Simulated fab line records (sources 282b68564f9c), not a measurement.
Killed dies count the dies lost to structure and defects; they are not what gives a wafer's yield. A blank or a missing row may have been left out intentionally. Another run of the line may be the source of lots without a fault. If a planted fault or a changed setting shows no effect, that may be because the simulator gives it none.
fab line records -- flow rit_cmos
record: lots: 14, wafers: 42, last_day: 7
route steps=202 shown PWELL@47 M1@202
lots that met no fault: taken from a fault-free run of the same line
start_h: the number of hours between the record's first day and the start of the first shown wafer of the lot -- wait_h: time in hours since the lot's previous step -- " same as the row above -- L1.1+2: a single row standing in for several wafers -- - value missing, or start not given -- * or withheld: withheld -- < > ~ a bound
route shown NAME@n: NAME is a module with steps in the file, n the number in the route of the first one -- usual: mean/standard deviation of fault-free wafers -- same: alike in all rows -- chamber/n: place in a boat -- sites: each site's reading -- _std_site: the standard deviation of these -- _edge_site: the outer-site mean with the inner-site mean subtracted -- radius_mm: how far each site lies from the wafer's centre -- mask NAME#n: copy n -- behind: tool/chamber where the wafer was last shaped -- hold: cause of the lot's hold/its duration in hours/its outcome -- device: transistor that didn't switch, given as n, p or np -- end of line: tests of these same wafers at the route's end -- a step with no rows: only its recipe -- killed: dies lost to structure and defects at the first sort, not the wafer's yield -- map: the dies of a wafer, with x for killed, . for not killed, _ for no die there
set.NAME: the setting as run; set.NAME@STEP: as run at that earlier step -- model.NAME: the simulator's own value behind a step, which no gauge read
a sample of lots followed through the steps of the route, with each step as a table and each wafer as a row
services: the hour from which a tool's chamber was out of use, counted from the record's first day as start_h (under 0 if before that day), plus the number of hours and why
== steps ==
step: RIT_PWELL_IMPLANT_08
recipe: species: B, energy_kev: 170, dose_cm2: 7e+13, tilt_deg: 7
usual: beam_energy_keV: 170.00/0.055, dose_ions_cm2: 7e+13/7.9e+10, faraday_current_uA: 222/4.5
lot.wafer,tool,chamber,start_h,wait_h,beam_energy_keV,dose_ions_cm2,faraday_current_uA
L899.1,implanter-04,0,23.64,0.2,169.99,6.999e+13,220
L899.4,implanter-04,0,23.64,0.2,169.97,7.013e+13,224
L899.5,implanter-04,0,23.64,0.2,170.03,7.017e+13,233
L900.1,implanter-02,0,27.88,0.2,170.03,6.996e+13,218
L900.2,implanter-02,0,27.88,0.2,170.00,7.005e+13,227
L900.5,implanter-02,0,27.88,0.2,170.04,6.99e+13,228
L901.3,implanter-03,0,32.62,0.2,170.00,6.999e+13,226
L901.4,implanter-03,0,32.62,0.2,169.99,6.986e+13,222
L901.6,implanter-03,0,32.62,0.2,170.08,7.001e+13,218
L902.1,implanter-03,0,37.14,0.2,169.93,6.986e+13,212
L902.3,implanter-03,0,37.14,0.2,169.92,7.008e+13,221
L902.4,implanter-03,0,37.14,0.2,169.96,7.004e+13,224
L903.2,implanter-04,0,42.29,0.2,170.05,7.004e+13,225
L903.5,implanter-04,0,42.29,0.2,170.01,6.996e+13,229
L903.6,implanter-04,0,42.29,0.2,169.97,6.987e+13,226
L904.1,implanter-04,0,47.21,0.2,169.99,6.994e+13,224
L904.2,implanter-04,0,47.21,0.2,169.98,6.993e+13,222
L904.5,implanter-04,0,47.21,0.2,169.98,6.988e+13,230
L905.3,implanter-04,0,52.94,0.2,170.02,7.008e+13,232
L905.5,implanter-04,0,52.94,0.2,169.97,6.996e+13,217
L905.6,implanter-04,0,52.94,0.2,170.03,7.008e+13,228
L914.2,implanter-03,0,98.77,0.2,169.97,5.531e+13,175
L914.3,implanter-03,0,98.77,0.2,170.03,5.534e+13,181
L914.5,implanter-03,0,98.77,0.2,169.96,5.519e+13,174
L915.2,implanter-03,0,102.33,0.2,169.92,5.543e+13,176
L915.3,implanter-03,0,102.33,0.2,169.91,5.537e+13,167
L915.6,implanter-03,0,102.33,0.2,170.00,5.535e+13,178
L918.1,implanter-04,0,117.11,0.2,170.01,6.995e+13,225
L918.2,implanter-04,0,117.11,0.2,170.05,7.001e+13,223
L918.4,implanter-04,0,117.11,0.2,170.04,6.999e+13,223
L919.1,implanter-02,0,122.63,0.2,170.00,6.989e+13,214
L919.4,implanter-02,0,122.63,0.2,169.95,6.994e+13,221
L919.6,implanter-02,0,122.63,0.2,170.02,7.007e+13,220
L920.1,implanter-02,0,127.27,0.2,170.04,6.995e+13,218
L920.2,implanter-02,0,127.27,0.2,170.06,7.002e+13,219
L920.5,implanter-02,0,127.27,0.2,170.09,6.983e+13,224
L921.1,implanter-02,0,133.03,0.2,170.04,6.995e+13,222
L921.4,implanter-02,0,133.03,0.2,169.99,7.009e+13,220
L921.6,implanter-02,0,133.03,0.2,169.91,6.998e+13,217
L922.2,implanter-04,0,137.53,0.2,169.93,7.004e+13,217
L922.4,implanter-04,0,137.53,0.2,169.98,6.999e+13,215
L922.6,implanter-04,0,137.53,0.2,169.94,6.99e+13,218
step: RIT_PWELL_TW_MEAS_10
usual: PWELL_TW: 949/8.2
lot.wafer,tool,chamber,start_h,wait_h,PWELL_TW
L899.1,film_metro-02,-,23.96,0.1,955
L899.4,film_metro-02,-,23.96,0.1,960
L899.5,film_metro-02,-,23.96,0.1,962
L900.1,film_metro-01,-,28.20,0.1,932
L900.2,film_metro-01,-,28.20,0.1,938
L900.5,film_metro-01,-,28.20,0.1,935
L901.3,film_metro-02,-,32.91,0.1,960
L901.4,film_metro-02,-,32.91,0.1,960
L901.6,film_metro-02,-,32.91,0.1,963
L902.1,film_metro-01,-,37.46,0.1,934
L902.3,film_metro-01,-,37.46,0.1,933
L902.4,film_metro-01,-,37.46,0.1,940
L903.2,film_metro-04,-,42.60,0.1,951
L903.5,film_metro-04,-,42.60,0.1,949
L903.6,film_metro-04,-,42.60,0.1,949
L904.1,film_metro-01,-,47.53,0.1,938
L904.2,film_metro-01,-,47.53,0.1,935
L904.5,film_metro-01,-,47.53,0.1,937
L905.3,film_metro-04,-,53.24,0.1,947
L905.5,film_metro-04,-,53.24,0.1,942
L905.6,film_metro-04,-,53.24,0.1,946
L914.2,film_metro-02,-,99.08,0.1,889
L914.3,film_metro-02,-,99.08,0.1,881
L914.5,film_metro-02,-,99.08,0.1,889
L915.2,film_metro-02,-,102.64,0.1,890
L915.3,film_metro-02,-,102.64,0.1,887
L915.6,film_metro-02,-,102.64,0.1,883
L918.1,film_metro-02,-,117.54,0.1,955
L918.2,film_metro-02,-,117.54,0.1,955
L918.4,film_metro-02,-,117.54,0.1,957
L919.1,film_metro-01,-,122.95,0.1,937
L919.4,film_metro-01,-,122.95,0.1,939
L919.6,film_metro-01,-,122.95,0.1,934
L920.1,film_metro-02,-,127.60,0.1,955
L920.2,film_metro-02,-,127.60,0.1,954
L920.5,film_metro-02,-,127.60,0.1,955
L921.1,film_metro-01,-,133.35,0.1,939
L921.4,film_metro-01,-,133.35,0.1,938
L921.6,film_metro-01,-,133.35,0.1,938
L922.2,film_metro-04,-,137.84,0.1,941
L922.4,film_metro-04,-,137.84,0.1,945
L922.6,film_metro-04,-,137.84,0.1,942
step: RIT_WELLDRIVE_RS_MEAS_02
recipe: thk_meas_gauge: four-point-probe
usual: PWELL_RS: 429.3/1.2
lot.wafer,tool,chamber,start_h,wait_h,PWELL_RS[ohm/sq]
L899.1,film_metro-04,-,29.22,0.1,427.9
L899.4,film_metro-04,-,29.22,0.1,427.4
L899.5,film_metro-04,-,29.22,0.1,427.8
L900.1,film_metro-02,-,33.65,0.1,432.7
L900.2,film_metro-02,-,33.65,0.1,430.2
L900.5,film_metro-02,-,33.65,0.1,430.2
L901.3,film_metro-04,-,38.19,0.1,429.0
L901.4,film_metro-04,-,38.19,0.1,428.8
L901.6,film_metro-04,-,38.19,0.1,428.7
L902.1,film_metro-02,-,43.24,0.1,431.9
L902.3,film_metro-02,-,43.24,0.1,430.5
L902.4,film_metro-02,-,43.24,0.1,430.6
L903.2,film_metro-02,-,47.87,0.1,428.9
L903.5,film_metro-02,-,47.87,0.1,428.7
L903.6,film_metro-02,-,47.87,0.1,428.4
L904.1,film_metro-01,-,53.37,0.1,428.7
L904.2,film_metro-01,-,53.37,0.1,429.0
L904.5,film_metro-01,-,53.37,0.1,430.3
L905.3,film_metro-04,-,58.52,0.1,427.6
L905.5,film_metro-04,-,58.52,0.1,428.3
L905.6,film_metro-04,-,58.52,0.1,428.2
L914.2,film_metro-04,-,104.35,0.1,498.5
L914.3,film_metro-04,-,104.35,0.1,500.6
L914.5,film_metro-04,-,104.35,0.1,499.4
L915.2,film_metro-01,-,107.91,0.1,497.7
L915.3,film_metro-01,-,107.91,0.1,499.8
L915.6,film_metro-01,-,107.91,0.1,500.8
L918.1,film_metro-04,-,123.00,0.1,430.5
L918.2,film_metro-04,-,123.00,0.1,431.2
L918.4,film_metro-04,-,123.00,0.1,430.5
L919.1,film_metro-04,-,128.22,0.1,429.9
L919.4,film_metro-04,-,128.22,0.1,431.0
L919.6,film_metro-04,-,128.22,0.1,430.8
L920.1,film_metro-04,-,133.30,0.1,431.0
L920.2,film_metro-04,-,133.30,0.1,430.8
L920.5,film_metro-04,-,133.30,0.1,431.0
L921.1,film_metro-01,-,138.62,0.1,429.7
L921.4,film_metro-01,-,138.62,0.1,428.8
L921.6,film_metro-01,-,138.62,0.1,429.6
L922.2,film_metro-04,-,143.59,0.1,428.9
L922.4,film_metro-04,-,143.59,0.1,427.5
L922.6,film_metro-04,-,143.59,0.1,427.7
step: RIT_M1_PROBE_99
usual: killed_at_M0_to_M3: 0.0/0.14, killed_at_contacts: 0.0/0.22, killed_at_front_end: 6.9/3, killed_dies: 6.9/3, killed_on_rim: 1.9/1.5, killed_open: 3.5/2, killed_short: 3.4/2.1
same: gross_dies: 264, killed_at_M4_up: 0, killed_at_back_side: 0, killed_at_other: 0
lot.wafer,tool,chamber,start_h,wait_h,killed_at_M0_to_M3,killed_at_contacts,killed_at_front_end,killed_dies,killed_on_rim,killed_open,killed_short
L899.1,prober-01,-,59.19,0.1,1,0,5,6,1,5,1
L899.4,prober-01,-,59.34,0.2,0,0,7,7,3,1,6
L899.5,prober-01,-,59.39,0.2,0,0,9,9,4,6,3
L900.1,prober-02,-,66.48,0.1,0,1,14,15,6,10,5
L900.2,prober-02,-,66.53,0.1,0,0,9,9,5,7,1
L900.5,prober-02,-,66.68,0.2,0,0,10,10,2,4,5
L901.3,prober-01,-,69.73,0.2,0,0,9,9,2,4,5
L901.4,prober-01,-,69.78,0.2,0,0,7,7,2,2,5
L901.6,prober-01,-,69.88,0.2,0,1,7,8,4,3,5
L902.1,prober-02,-,73.68,0.1,0,0,10,10,2,6,4
L902.3,prober-02,-,73.78,0.2,0,1,6,7,2,5,2
L902.4,prober-02,-,73.83,0.2,0,0,4,4,3,4,0
L903.2,prober-01,-,78.27,0.1,0,0,4,4,1,1,3
L903.5,prober-01,-,78.42,0.2,0,0,9,9,2,3,6
L903.6,prober-01,-,78.47,0.2,0,0,7,7,0,3,4
L904.1,prober-02,-,82.84,0.1,0,0,9,9,4,3,6
L904.2,prober-02,-,82.89,0.1,0,0,6,6,1,3,3
L904.5,prober-02,-,83.04,0.2,0,0,5,5,1,2,3
L905.3,prober-01,-,89.54,0.2,0,0,7,7,1,4,3
L905.5,prober-01,-,89.64,0.2,0,0,1,1,0,0,1
L905.6,prober-01,-,89.69,0.2,0,0,5,5,3,2,3
L914.2,prober-02,-,132.54,0.1,0,0,7,7,1,3,4
L914.3,prober-02,-,132.59,0.2,0,0,3,3,1,1,2
L914.5,prober-02,-,132.69,0.2,0,0,4,4,1,3,1
L915.2,prober-01,-,136.25,0.1,0,0,8,8,2,2,6
L915.3,prober-01,-,136.30,0.2,0,0,4,4,1,3,1
L915.6,prober-01,-,136.45,0.2,0,0,9,9,3,3,6
L918.1,prober-02,-,151.30,0.1,0,0,6,6,0,3,3
L918.2,prober-02,-,151.35,0.1,0,0,6,6,2,5,1
L918.4,prober-02,-,151.45,0.2,0,0,7,7,3,2,5
L919.1,prober-01,-,156.57,0.1,0,0,4,4,4,1,3
L919.4,prober-01,-,156.72,0.2,0,0,7,7,3,2,5
L919.6,prober-01,-,156.82,0.2,0,0,8,8,3,5,3
L920.1,prober-02,-,162.84,0.1,0,0,7,7,2,3,4
L920.2,prober-02,-,162.89,0.1,0,0,7,7,2,5,2
L920.5,prober-02,-,163.04,0.2,0,0,6,6,3,3,3
L921.1,prober-01,-,166.57,0.1,0,0,5,5,3,2,3
L921.4,prober-01,-,166.72,0.2,0,0,7,7,1,1,6
L921.6,prober-01,-,166.82,0.2,0,0,5,5,4,0,5
L922.2,prober-02,-,171.60,0.1,0,0,3,3,0,1,2
L922.4,prober-02,-,171.70,0.2,0,0,3,3,0,2,1
L922.6,prober-02,-,171.80,0.2,0,0,4,4,1,3,1
killed by level:class
L899.1 GATE:geometric_particle:open=3 SPACER:geometric_particle:open=1 SILICIDE:geometric_particle:open=1 M1:geometric_particle:short=1
L899.4 GATE:geometric_particle:short=2 FOX1:geometric_particle:short=1 FOX2:geometric_particle:short=1 GATE:geometric_particle:open=1 REOX:geometric_particle:short=1 SILICIDE:geometric_particle:short=1
L899.5 GATE:geometric_particle:short=3 FOX1:geometric_particle:open=2 FOX2:geometric_particle:open=1 GATE:geometric_particle:open=1 REOX:geometric_particle:open=1 SPACER:geometric_particle:open=1
L900.1 SPACER:geometric_particle:open=3 SILICIDE:geometric_particle:open=3 FOX1:geometric_particle:short=2 FOX1:geometric_particle:open=2 FOX2:geometric_particle:short=1 GATE:geometric_particle:short=1 GATE:geometric_particle:open=1 SILICIDE:geometric_particle:short=1
L900.2 FOX2:geometric_particle:open=2 GATE:geometric_particle:open=2 FOX1:geometric_particle:open=1 FOX2:geometric_particle:short=1 SPACER:geometric_particle:open=1 SILICIDE:geometric_particle:open=1 ACTIVE:coat_microbubble_printed=1
L900.5 GATE:geometric_particle:open=2 SPACER:geometric_particle:short=2 FOX1:geometric_particle:open=1 FOX1:geometric_particle:short=1 FOX2:geometric_particle:open=1 FOX2:geometric_particle:short=1 GATE:geometric_particle:short=1 NWELL:coat_microbubble_printed=1
L901.3 GATE:geometric_particle:open=3 FOX1:geometric_particle:short=2 GATE:geometric_particle:short=1 REOX:geometric_particle:short=1 SPACER:geometric_particle:open=1 SILICIDE:geometric_particle:short=1
L901.4 GATE:geometric_particle:short=2 SPACER:geometric_particle:short=2 FOX1:geometric_particle:short=1 FOX2:geometric_particle:open=1 SPACER:geometric_particle:open=1
L901.6 GATE:geometric_particle:short=2 GATE:geometric_particle:open=2 FOX1:geometric_particle:short=1 FOX2:geometric_particle:short=1 SPACER:geometric_particle:short=1 CONTACT:geometric_particle:open=1
L902.1 GATE:geometric_particle:open=4 REOX:geometric_particle:short=2 FOX1:geometric_particle:open=1 FOX2:geometric_particle:short=1 GATE:geometric_particle:short=1 SPACER:geometric_particle:open=1
L902.3 GATE:geometric_particle:short=2 GATE:geometric_particle:open=2 FOX1:geometric_particle:open=1 REOX:geometric_particle:open=1 CONTACT:geometric_particle:open=1
L902.4 GATE:geometric_particle:open=2 SPACER:geometric_particle:open=1 SILICIDE:geometric_particle:open=1
L903.2 GATE:geometric_particle:short=2 FOX1:geometric_particle:short=1 REOX:geometric_particle:open=1
L903.5 GATE:geometric_particle:short=3 REOX:geometric_particle:short=2 SPACER:geometric_particle:open=2 GATE:geometric_particle:open=1 SPACER:geometric_particle:short=1
L903.6 GATE:geometric_particle:short=2 FOX1:geometric_particle:open=1 FOX2:geometric_particle:short=1 GATE:geometric_particle:open=1 SPACER:geometric_particle:open=1 SPACER:geometric_particle:short=1
L904.1 REOX:geometric_particle:short=3 GATE:geometric_particle:short=2 FOX1:geometric_particle:open=1 GATE:geometric_particle:open=1 SILICIDE:geometric_particle:open=1 SILICIDE:geometric_particle:short=1
L904.2 GATE:geometric_particle:short=3 GATE:geometric_particle:open=3
L904.5 SPACER:geometric_particle:short=3 GATE:geometric_particle:open=1 SILICIDE:geometric_particle:open=1
L905.3 REOX:geometric_particle:open=3 FOX2:geometric_particle:open=1 FOX2:geometric_particle:short=1 GATE:geometric_particle:short=1 SPACER:geometric_particle:short=1
L905.5 GATE:geometric_particle:short=1
L905.6 FOX1:geometric_particle:short=1 FOX2:geometric_particle:short=1 GATE:geometric_particle:short=1 GATE:geometric_particle:open=1 REOX:geometric_particle:open=1
L914.2 REOX:geometric_particle:short=3 REOX:geometric_particle:open=2 SPACER:geometric_particle:open=1 SILICIDE:geometric_particle:short=1
L914.3 FOX2:geometric_particle:short=1 GATE:geometric_particle:open=1 REOX:geometric_particle:short=1
L914.5 GATE:geometric_particle:open=3 GATE:geometric_particle:short=1
L915.2 GATE:geometric_particle:short=2 SPACER:geometric_particle:short=2 FOX2:geometric_particle:open=1 REOX:geometric_particle:open=1 REOX:geometric_particle:short=1 SILICIDE:geometric_particle:short=1
L915.3 GATE:geometric_particle:open=2 SPACER:geometric_particle:open=1 SILICIDE:geometric_particle:short=1
L915.6 FOX1:geometric_particle:open=2 GATE:geometric_particle:short=2 REOX:geometric_particle:short=2 FOX2:geometric_particle:short=1 REOX:geometric_particle:open=1 SPACER:geometric_particle:short=1
L918.1 SPACER:geometric_particle:short=2 FOX1:geometric_particle:open=1 GATE:geometric_particle:short=1 GATE:geometric_particle:open=1 REOX:geometric_particle:open=1
L918.2 GATE:geometric_particle:open=4 GATE:geometric_particle:short=1 SPACER:geometric_particle:open=1
L918.4 REOX:geometric_particle:short=2 FOX2:geometric_particle:short=1 GATE:geometric_particle:open=1 GATE:geometric_particle:short=1 REOX:geometric_particle:open=1 SILICIDE:geometric_particle:short=1
L919.1 GATE:geometric_particle:short=3 SILICIDE:geometric_particle:open=1
L919.4 GATE:geometric_particle:short=4 GATE:geometric_particle:open=2 SPACER:geometric_particle:short=1
L919.6 GATE:geometric_particle:open=4 ACTIVE:geometric_particle:short=1 GATE:geometric_particle:short=1 SILICIDE:geometric_particle:short=1 SILICIDE:geometric_particle:open=1
L920.1 FOX1:geometric_particle:open=3 FOX1:geometric_particle:short=1 GATE:geometric_particle:short=1 REOX:geometric_particle:short=1 SILICIDE:geometric_particle:short=1
L920.2 GATE:geometric_particle:open=2 FOX1:geometric_particle:open=1 REOX:geometric_particle:short=1 REOX:geometric_particle:open=1 SPACER:geometric_particle:open=1 SPACER:geometric_particle:short=1
L920.5 GATE:geometric_particle:open=3 GATE:geometric_particle:short=2 REOX:geometric_particle:short=1
L921.1 SILICIDE:geometric_particle:short=2 FOX1:geometric_particle:open=1 FOX2:geometric_particle:short=1 GATE:geometric_particle:open=1
L921.4 SPACER:geometric_particle:short=2 SILICIDE:geometric_particle:short=2 FOX1:geometric_particle:open=1 GATE:geometric_particle:short=1 REOX:geometric_particle:short=1
L921.6 FOX1:geometric_particle:short=2 GATE:geometric_particle:short=2 SILICIDE:geometric_particle:short=1
L922.2 FOX1:geometric_particle:short=1 SPACER:geometric_particle:open=1 SILICIDE:geometric_particle:short=1
L922.4 GATE:geometric_particle:open=2 SILICIDE:geometric_particle:short=1
L922.6 GATE:geometric_particle:open=2 FOX2:geometric_particle:open=1 GATE:geometric_particle:short=1
== services ==
tool,chamber,start_h,hours,kind
implanter-03,-,14.80,3.5,pm
implanter-03,-,27.59,1.2,repair
implanter-03,-,64.28,3.0,repair
implanter-03,-,81.27,1.4,pm
implanter-02,-,133.98,8.5,repair
== key ==
first_sign: step: RIT_PWELL_IMPLANT_08, reading: dose_ions_cm2, direction: down, sigmas: 99+, usual: 7e+13, struck: 5.533e+13
effect: step: RIT_PWELL_IMPLANT_08, reading: faraday_current_uA, direction: down, sigmas: 11, usual: 222, struck: 175
effect: step: RIT_PWELL_TW_MEAS_10, reading: PWELL_TW, direction: down, sigmas: 7.6, usual: 949, struck: 886
effect: step: RIT_WELLDRIVE_RS_MEAS_02, reading: PWELL_RS, direction: up, sigmas: 59, usual: 429.3, struck: 499.4
met_at RIT_PWELL_IMPLANT_08
struck_lots L914,L915
tester_left_out L914,L915
onset_between 37.14 98.77
fault: kind: process_parameter_drift, tool: implanter-03, chamber: -, onset_h: 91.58, steps: RIT_PWELL_IMPLANT_08, channel: dose_cm2, offset: -1.47e+13, shape: step, end_h: 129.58, acts_in: these_recipes_only, stated: 7e+13
tester_left_out: of these lots the tester's yield and bins aren't shown, on N5 and GAA mostly nor the transistor test; their killed dies are dies lost to structure and defects alone, not to doping, threshold or leakage, so they don't give the yield
